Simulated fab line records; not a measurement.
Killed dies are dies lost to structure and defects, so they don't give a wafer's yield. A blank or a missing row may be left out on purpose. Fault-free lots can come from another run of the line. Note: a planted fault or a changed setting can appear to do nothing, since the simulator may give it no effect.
Split-lot trial :: flow rit cmos :: route with 202 steps; 5 lots, 23 wafers read

## THE SPLIT
At RIT_ACTIVE_OXIDATION_01 (target thk 46.8 nm, ox time 3360 s), the setting temp c was moved away from the recipe's 1000 C on 20 of the 23 wafers read, by -2.6% to +1.9%. This setting was run at the recipe's value on the other wafers.

There is no step in the file separating the split from the reading.

## THE READING
ACTIVE_OXIDE_THK (nm), taken at RIT_ACTIVE_THK_MEAS_02. Typical for fault-free wafers on this fab line: 46.7 nm, with standard deviation 0.68 nm.

wafer: L078.2
tool, chamber at the split: -, -
temp c as run, C: 1019
against the recipe: +1.9%
ACTIVE_OXIDE_THK, nm: 56.6
against lot-mates on the recipe: no lot-mate on the recipe

wafer: L078.3
tool, chamber at the split: -, -
temp c as run, C: 1019
against the recipe: +1.9%
ACTIVE_OXIDE_THK, nm: 56.2
against lot-mates on the recipe: no lot-mate on the recipe

wafer: L078.4
tool, chamber at the split: -, -
temp c as run, C: 1019
against the recipe: +1.9%
ACTIVE_OXIDE_THK, nm: 57.3
against lot-mates on the recipe: no lot-mate on the recipe

wafer: L078.5
tool, chamber at the split: -, -
temp c as run, C: 1019
against the recipe: +1.9%
ACTIVE_OXIDE_THK, nm: 56.5
against lot-mates on the recipe: no lot-mate on the recipe

wafer: L078.6
tool, chamber at the split: -, -
temp c as run, C: 1019
against the recipe: +1.9%
ACTIVE_OXIDE_THK, nm: 56.6
against lot-mates on the recipe: no lot-mate on the recipe

wafer: L079.1
tool, chamber at the split: -, -
temp c as run, C: 991.3
against the recipe: -0.9%
ACTIVE_OXIDE_THK, nm: 43.1
against lot-mates on the recipe: no lot-mate on the recipe

wafer: L079.2
tool, chamber at the split: -, -
temp c as run, C: 991.3
against the recipe: -0.9%
ACTIVE_OXIDE_THK, nm: 42.6
against lot-mates on the recipe: no lot-mate on the recipe

wafer: L079.3
tool, chamber at the split: -, -
temp c as run, C: 991.3
against the recipe: -0.9%
ACTIVE_OXIDE_THK, nm: 42.7
against lot-mates on the recipe: no lot-mate on the recipe

wafer: L079.4
tool, chamber at the split: -, -
temp c as run, C: 991.3
against the recipe: -0.9%
ACTIVE_OXIDE_THK, nm: 43.2
against lot-mates on the recipe: no lot-mate on the recipe

wafer: L079.6
tool, chamber at the split: -, -
temp c as run, C: 991.3
against the recipe: -0.9%
ACTIVE_OXIDE_THK, nm: 42.4
against lot-mates on the recipe: no lot-mate on the recipe

wafer: L080.1
tool, chamber at the split: -, -
temp c as run, C: 973.5
against the recipe: -2.6%
ACTIVE_OXIDE_THK, nm: 37.7
against lot-mates on the recipe: no lot-mate on the recipe

wafer: L080.2
tool, chamber at the split: -, -
temp c as run, C: 973.5
against the recipe: -2.6%
ACTIVE_OXIDE_THK, nm: 37.3
against lot-mates on the recipe: no lot-mate on the recipe

wafer: L080.3
tool, chamber at the split: -, -
temp c as run, C: 973.5
against the recipe: -2.6%
ACTIVE_OXIDE_THK, nm: 37.6
against lot-mates on the recipe: no lot-mate on the recipe

wafer: L080.4
tool, chamber at the split: -, -
temp c as run, C: 973.5
against the recipe: -2.6%
ACTIVE_OXIDE_THK, nm: 36.3
against lot-mates on the recipe: no lot-mate on the recipe

wafer: L080.6
tool, chamber at the split: -, -
temp c as run, C: 973.5
against the recipe: -2.6%
ACTIVE_OXIDE_THK, nm: 37.9
against lot-mates on the recipe: no lot-mate on the recipe

wafer: L083.1
tool, chamber at the split: -, -
temp c as run, C: 982
against the recipe: -1.8%
ACTIVE_OXIDE_THK, nm: 38.4
against lot-mates on the recipe: no lot-mate on the recipe

wafer: L083.2
tool, chamber at the split: -, -
temp c as run, C: 982
against the recipe: -1.8%
ACTIVE_OXIDE_THK, nm: 38.9
against lot-mates on the recipe: no lot-mate on the recipe

wafer: L083.3
tool, chamber at the split: -, -
temp c as run, C: 982
against the recipe: -1.8%
ACTIVE_OXIDE_THK, nm: 38.6
against lot-mates on the recipe: no lot-mate on the recipe

wafer: L083.5
tool, chamber at the split: -, -
temp c as run, C: 982
against the recipe: -1.8%
ACTIVE_OXIDE_THK, nm: 38.3
against lot-mates on the recipe: no lot-mate on the recipe

wafer: L083.6
tool, chamber at the split: -, -
temp c as run, C: 982
against the recipe: -1.8%
ACTIVE_OXIDE_THK, nm: 38.6
against lot-mates on the recipe: no lot-mate on the recipe

wafer: L085.2
tool, chamber at the split: furnace-03, 0
temp c as run, C: 1000
against the recipe: recipe
ACTIVE_OXIDE_THK, nm: 46.7
against lot-mates on the recipe: -

wafer: L085.3
tool, chamber at the split: furnace-03, 0
temp c as run, C: 1000
against the recipe: recipe
ACTIVE_OXIDE_THK, nm: 47.6
against lot-mates on the recipe: -

wafer: L085.6
tool, chamber at the split: furnace-03, 0
temp c as run, C: 1000
against the recipe: recipe
ACTIVE_OXIDE_THK, nm: 46.5
against lot-mates on the recipe: -

THE FIT
A straight line over all 23 wafers: ACTIVE_OXIDE_THK changes by +4.41 nm for each +1% of temp c; r = +0.99; the points scatter about the line by 1.2 nm.
Too few moved wafers have a lot-mate on the recipe to fit a line with each lot's own level taken away.

## THE WHOLE CHAIN: every reading that the file lists as answering this split, in the file's order
step: RIT_ACTIVE_OXIDATION_01
what it does: target thk 46.8 nm, ox time 3360 s
reading: SiO2_of_ACTIVE_OXIDATION_01.thk nm (the simulator's own value, which no gauge read)
change (the file's fit): +4.41 nm for each +1% of the setting
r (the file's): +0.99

step: RIT_ACTIVE_THK_MEAS_02
what it does: 
reading: ACTIVE_OXIDE_THK
change (the file's fit): +4.41 for each +1% of the setting
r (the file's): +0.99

step: RIT_FOX2_WET_ETCH_03
what it does: etches Si3N4 in H3PO4, target depth 195 nm, time 2700 s
reading: SiO2_of_ACTIVE_OXIDATION_01.thk nm (the simulator's own value, which no gauge read)
change (the file's fit): +3.93 nm for each +1% of the setting
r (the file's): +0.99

## FILE'S OWN FIT
ACTIVE_OXIDE_THK changes by +4.41 nm for each +1% of temp c, r = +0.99.
